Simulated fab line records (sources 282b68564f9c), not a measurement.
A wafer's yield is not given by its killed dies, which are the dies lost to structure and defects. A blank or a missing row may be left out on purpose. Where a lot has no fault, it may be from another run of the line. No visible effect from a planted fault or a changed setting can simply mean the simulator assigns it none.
fab line records | flow ritCmos
[record] lots = 5 wafers = 15 lastDay = 7
route steps=202 shown M1@192
lots that met no fault: taken from a fault-free run of the same line
startH: hours from the record's first day to the start of the lot's first wafer shown | waitH: how many hours have passed since the lot's step before this one | " the same as in the row above | L1.1+2: one row covering several wafers at once | - no value, or no start given | * or withheld: withheld | < > ~ a bound
route shown NAME@n: a module of which the file shows steps, and the number in the route of the first | usual: mean/standard deviation of fault-free wafers | same: alike in all rows | chamber/n: place in a boat | sites: the reading at each site | _std_site: standard deviation of those values | _edge_site: the outer-site mean with the inner-site mean subtracted | radiusMm: for every site, how far away it sits from the centre of the wafer | mask NAME#n: copy n | behind: the last tool/chamber to shape the wafer | hold: why the lot was held/for how many hours/how that ended | device: which transistor (n, p or np) failed to switch | end of line: the route-end tests of the same wafers | a step with no rows: only its recipe | killed: the dies lost at the first sort to structure and to defects; this is not the yield of the wafer | map: a wafer's dies, marking killed ones x, the rest . and places with no die _
set.NAME: the setting that was run; set.NAME@STEP: the one run at that earlier step | model.NAME: the simulator's own value behind a step, which no gauge read
certain route steps with their lots: each step a table, each wafer a row
services: the hour from which a tool's chamber was out of use, counted from the record's first day as startH (under 0 if before that day), plus the number of hours and why
[[steps]]
[step RIT_M1_DEVELOP_08]
[recipe] resist = NOVOLAK developTimeS = 68 devTempC = 23
[usual] resistLineTempC = 23.00/0.097
// columns lot.wafer tool chamber startH waitH resistLineTempC
L076.4 lithoTrack-01 0 - - 23.01
L076.5 " 0 " " 22.99
L076.6 " 0 " " 22.90
L080.3 lithoTrack-01 0 - - 23.02
L080.4 " 0 " " 23.00
L080.5 " 0 " " 23.04
L091.1 lithoTrack-03 0 - - 23.01
L091.3 " 0 " " 22.86
L091.4 " 0 " " 22.98
L093.2 lithoTrack-03 0 - - 23.03
L093.3 " 0 " " 23.03
L093.5 " 0 " " 23.05
L097.4 lithoTrack-01 0 - - 22.94
L097.5 " 0 " " 22.86
L097.6 " 0 " " 22.96
[step RIT_M1_CD_MEAS_09]
[recipe] targetCdNm = 2600
[usual] cdNm = 2599.6/2
// columns lot.wafer tool chamber startH waitH cdNm
L076.4 cdSem-02 - 65.00 - 2600.9
L076.5 " - " " 2600.0
L076.6 " - " " 2600.6
L080.3 cdSem-01 - 83.42 - 2600.9
L080.4 " - " " 2601.3
L080.5 " - " " 2600.9
L091.1 cdSem-02 - 138.93 - 2598.5
L091.3 " - " " 2597.8
L091.4 " - " " 2598.9
L093.2 cdSem-02 - 150.01 - 2600.8
L093.3 " - " " 2599.7
L093.5 " - " " 2601.3
L097.4 cdSem-01 - 168.33 - 2602.1
L097.5 " - " " 2600.3
L097.6 " - " " 2601.6
[step RIT_M1_OVL_MEAS_10]
[usual] M1_OVL = 1.5/1.2
// columns lot.wafer tool chamber startH waitH M1_OVL[nm]
L076.4 overlay-01 - 65.08 0.1 1.2
L076.5 " - " " 2.1
L076.6 " - " " 2.8
L080.3 overlay-02 - 83.51 0.1 1.3
L080.4 " - " " 0.2
L080.5 " - " " 1.6
L091.1 overlay-01 - 139.05 0.1 3.5
L091.3 " - " " 2.2
L091.4 " - " " 0.9
L093.2 overlay-02 - 150.12 0.1 1.3
L093.3 " - " " 0.0
L093.5 " - " " 1.7
L097.4 overlay-02 - 168.41 0.1 3.7
L097.5 " - " " 3.7
L097.6 " - " " 2.6
[step RIT_M1_HARDBAKE_11]
[recipe] resist = NOVOLAK tempC = 140 timeS = 120
[usual] resistLineTempC = 23.02/0.099
// columns lot.wafer tool chamber startH waitH resistLineTempC
L076.4 lithoTrack-01 0 65.23 0.1 23.13
L076.5 " 0 " " 23.09
L076.6 " 0 " " 22.94
L080.3 lithoTrack-03 0 83.62 0.1 23.16
L080.4 " 0 " " 23.04
L080.5 " 0 " " 23.15
L091.1 lithoTrack-03 0 139.09 0.0 22.96
L091.3 " 0 " " 22.95
L091.4 " 0 " " 23.00
L093.2 lithoTrack-03 0 150.19 0.1 22.87
L093.3 " 0 " " 22.91
L093.5 " 0 " " 22.84
L097.4 lithoTrack-03 0 168.55 0.1 23.02
L097.5 " 0 " " 22.98
L097.6 " 0 " " 23.20
[step RIT_M1_METAL_ETCH_12]
[recipe] stopOn = SiO2 chemistry = Cl2/BCl3 target = Al timeS = 165 overEtchFrac = 0.5 pressureMtorr = 100 targetDepthA = 6000 rfW = 250 Cl2_flow_sccm = 60 bcl3FlowSccm = 50
[usual] drypumpMotorCurrentA = 5.9/0.35 oesProductAu = 0.778/0.0075 throttleValvePct = 8.33/0.1
// columns lot.wafer tool chamber startH waitH drypumpMotorCurrentA oesProductAu rfHoursCounterH throttleValvePct
L076.4 rieMetal-03 1 65.41 0.1 6.3 0.768 - 8.22
L076.5 " 1 " " 6.3 0.763 - 8.22
L076.6 " 0 " " 5.7 0.779 - 8.19
L080.3 rieMetal-02 0 83.84 0.2 5.7 0.782 - 8.50
L080.4 " 1 " " 6.0 0.778 - 8.30
L080.5 " 0 " " 5.7 0.779 - 8.50
L091.1 rieMetal-02 1 139.34 0.2 6.1 0.776 3 8.29
L091.3 " 0 " " 5.7 0.785 - 8.50
L091.4 " 1 " " 6.1 0.783 - 8.29
L093.2 rieMetal-04 0 150.40 0.2 5.2 0.779 4 8.34
L093.3 " 0 " " 5.2 0.775 - 8.34
L093.5 " 0 " " 5.2 0.786 - 8.35
L097.4 rieMetal-02 1 168.73 0.1 6.0 0.777 - 8.30
L097.5 " 1 " " 6.0 0.785 - 8.30
L097.6 " 0 " " 5.7 0.790 - 8.50
[step RIT_M1_STRIP_13]
[recipe] chemistry = nmp resist = NOVOLAK tempC = 80 timeS = 600 dry = n2Spin
// columns lot.wafer tool chamber startH waitH
L076.4+5+6 wetBench-03 0 65.51 0.1
L080.3+4+5 wetBench-03 2 83.95 0.1
L091.1+3+4 wetBench-03 1 139.50 0.1
L093.2+3+5 wetBench-03 0 150.56 0.1
L097.4+5+6 wetBench-02 1 168.84 0.1
[step RIT_M1_STRIP_14]
[recipe] chemistry = O2 timeS = 180 platenTempC = withheld powerW = 500 pressureMtorr = 4000 o2FlowSccm = 4000
[usual] drypumpMotorCurrentA = 5.3/0.35
// columns lot.wafer tool chamber startH waitH drypumpMotorCurrentA rfHoursCounterH
L076.4 plasmaAsher-04 0 65.75 0.1 5.7 -
L076.5 " 1 " " 4.7 -
L076.6 " 0 " " 5.7 -
L080.3 plasmaAsher-04 1 84.18 0.1 4.7 -
L080.4 " 0 " " 5.7 -
L080.5 " 0 " " 5.7 -
L091.1 plasmaAsher-04 0 139.67 0.0 5.7 37
L091.3 " 0 " " 5.7 -
L091.4 " 1 " " 4.7 -
L093.2 plasmaAsher-04 1 150.73 0.0 4.7 39
L093.3 " 0 " " 5.7 -
L093.5 " 1 " " 4.7 -
L097.4 plasmaAsher-03 0 169.10 0.1 5.6 -
L097.5 " 0 " " 5.6 -
L097.6 " 1 " " 5.6 -
[step RIT_M1_CD_MEAS_90]
[recipe] targetCdNm = 2600
[usual] cdNm = 2599.8/2.4
// columns lot.wafer tool chamber startH waitH cdNm
L076.4 cdSem-02 - 65.92 0.1 2603.4
L076.5 " - " " 2601.1
L076.6 " - " " 2598.5
L080.3 cdSem-02 - 84.34 0.1 2601.0
L080.4 " - " " 2602.6
L080.5 " - " " 2599.0
L091.1 cdSem-01 - 139.85 0.1 2600.1
L091.3 " - " " 2596.5
L091.4 " - " " 2600.0
L093.2 cdSem-01 - 150.93 0.1 2602.9
L093.3 " - " " 2601.1
L093.5 " - " " 2602.9
L097.4 cdSem-01 - 169.28 0.1 2604.1
L097.5 " - " " 2601.3
L097.6 " - " " 2602.4
[step RIT_M1_ANNEAL_15]
[recipe] tempC = 450 timeS = 1800 ambient = forming_gas_H2N2
// columns lot.wafer tool chamber startH waitH
L076.4+5+6 - - 65.98 0.0
L080.3+4+5 - - 84.42 0.1
L091.1+3+4 - - 139.97 0.1
L093.2+3+5 - - 151.82 0.9
L097.4+5+6 - - 169.34 0.0
[step RIT_M1_BOW_MEAS_16]
[recipe] mode = bow
[usual] M1_BOW = 15/6
// columns lot.wafer tool chamber startH waitH M1_BOW[um]
L076.4 filmMetro-04 - 67.54 0.1 16
L076.5 " - " " 6
L076.6 " - " " 8
L080.3 filmMetro-01 - 85.96 0.0 18
L080.4 " - " " 27
L080.5 " - " " 13
L091.1 filmMetro-02 - 141.47 0.0 17
L091.3 " - " " 15
L091.4 " - " " 10
L093.2 filmMetro-02 - 153.34 0.0 25
L093.3 " - " " 2
L093.5 " - " " 16
L097.4 filmMetro-01 - 170.90 0.1 13
L097.5 " - " " 10
L097.6 " - " " 15
[step RIT_M1_PROBE_99]
[usual] defectLimitedYield = 97.3/1.3 killedAtFrontEnd = 7/3.4 killedDies = 7/3.4 killedOpen = 3.3/2 killedShort = 3.8/2.4 sort_bin_3_pad_short = 0.1/0.24 sort_bin_5_function = 1.5/0.86 sort_bin_6_memory = 1.0/0.74 sortNPass = 257/3.4 sortYieldPct = 97.3/1.3
[same] grossDies = 264 killed_at_M0_to_M3 = 0 killed_at_M4_up = 0 killedAtBackSide = 0 killedAtContacts = 0 killedAtOther = 0
// columns lot.wafer tool chamber startH waitH defectLimitedYield[%] killedAtFrontEnd killedDies killedOpen killedShort sort_bin_3_pad_short[%] sort_bin_5_function[%] sort_bin_6_memory[%] sortNPass sortYieldPct[%]
L076.4 prober-02 - 67.75 0.2 97.7 6 6 3 3 0.4 1.1 0.8 258 97.7
L076.5 prober-02 - 67.80 0.2 97.7 6 6 3 3 0 1.5 0.8 258 97.7
L076.6 prober-02 - 67.85 0.2 99.2 2 2 1 1 0 0.8 0 262 99.2
L080.3 prober-02 - 86.14 0.2 98.9 3 3 2 1 0 1.1 0 261 98.9
L080.4 prober-02 - 86.19 0.2 97.7 6 6 1 5 0.8 0.8 0.8 258 97.7
L080.5 prober-02 - 86.24 0.2 98.1 5 5 3 2 0 1.9 0 259 98.1
L091.1 prober-01 - 141.59 0.1 97.7 6 6 3 3 0 1.9 0.4 258 97.7
L091.3 prober-01 - 141.69 0.2 98.5 4 4 2 2 0.4 0.8 0.4 260 98.5
L091.4 prober-01 - 141.74 0.2 97.0 8 8 5 3 0 2.3 0.8 256 97.0
L093.2 prober-01 - 153.49 0.1 97.3 7 7 3 4 0 1.5 1.1 257 97.3
L093.3 prober-01 - 153.54 0.2 98.5 4 4 1 3 0 1.5 0 260 98.5
L093.5 prober-01 - 153.64 0.2 96.6 9 9 2 7 0 2.7 0.8 255 96.6
L097.4 prober-01 - 171.11 0.2 97.0 8 8 2 6 0 2.3 0.8 256 97.0
L097.5 prober-01 - 171.16 0.2 97.0 8 8 7 1 0 2.3 0.8 256 97.0
L097.6 prober-01 - 171.21 0.2 96.6 9 9 3 5 0 2.3 1.1 255 96.6
// killed by level:class
L076.4 SILICIDE:geometricParticle:short=2 SILICIDE:geometricParticle:open=2 GATE:geometricParticle:short=1 SPACER:geometricParticle:open=1
L076.5 GATE:geometricParticle:short=3 FOX2:geometricParticle:open=1 REOX:geometricParticle:open=1 SPACER:geometricParticle:open=1
L076.6 GATE:geometricParticle:short=1 SILICIDE:geometricParticle:open=1
L080.3 GATE:geometricParticle:open=1 REOX:geometricParticle:short=1 SPACER:geometricParticle:open=1
L080.4 GATE:geometricParticle:short=3 FOX1:geometricParticle:short=1 REOX:geometricParticle:open=1 SPACER:geometricParticle:short=1
L080.5 GATE:geometricParticle:open=2 FOX1:geometricParticle:short=1 GATE:geometricParticle:short=1 SPACER:geometricParticle:open=1
L091.1 GATE:geometricParticle:open=3 FOX1:geometricParticle:short=2 REOX:geometricParticle:short=1
L091.3 FOX1:geometricParticle:short=1 FOX1:geometricParticle:open=1 SPACER:geometricParticle:open=1 SILICIDE:geometricParticle:short=1
L091.4 GATE:geometricParticle:short=3 GATE:geometricParticle:open=3 SPACER:geometricParticle:open=1 SILICIDE:geometricParticle:open=1
L093.2 GATE:geometricParticle:open=3 FOX1:geometricParticle:short=1 GATE:geometricParticle:short=1 SPACER:geometricParticle:short=1 SILICIDE:geometricParticle:short=1
L093.3 FOX1:geometricParticle:short=2 GATE:geometricParticle:short=1 GATE:geometricParticle:open=1
L093.5 GATE:geometricParticle:short=4 FOX1:geometricParticle:short=1 FOX1:geometricParticle:open=1 GATE:geometricParticle:open=1 REOX:geometricParticle:short=1 SILICIDE:geometricParticle:short=1
L097.4 SILICIDE:geometricParticle:short=3 FOX1:geometricParticle:short=1 FOX1:geometricParticle:open=1 FOX2:geometricParticle:short=1 GATE:geometricParticle:short=1 SPACER:geometricParticle:open=1
L097.5 FOX1:geometricParticle:open=3 SPACER:geometricParticle:open=3 GATE:geometricParticle:open=1 SILICIDE:geometricParticle:short=1
L097.6 FOX1:geometricParticle:short=2 GATE:geometricParticle:open=2 SPACER:geometricParticle:short=2 GATE:geometricParticle:short=1 SILICIDE:geometricParticle:open=1 ACTIVE:coatMicrobubblePrinted=1
[[services]]
// columns tool chamber startH hours kind
furnace-04 - 107.05 3.1 pm
plasmaAsher-03 - 108.75 9.0 pm
plasmaAsher-03 0 108.75 9.0 ventCycle
plasmaAsher-03 1 108.75 9.0 ventCycle
furnace-01 - 111.71 3.0 pm
plasmaAsher-03 0 117.75 - clean
plasmaAsher-03 1 117.75 - clean
rieMetal-04 - 132.13 15.6 pm
rieMetal-03 - 136.12 20.0 pm
rieMetal-03 0 136.12 20.0 ventCycle
rieMetal-03 1 136.12 20.0 ventCycle
plasmaAsher-03 - 137.99 23.6 repair
rieMetal-03 0 144.06 9.5 repair
furnace-04 - 150.09 4.9 pm
rieMetal-03 0 156.12 - clean
rieMetal-03 1 156.12 - clean
[[key]]
fault none
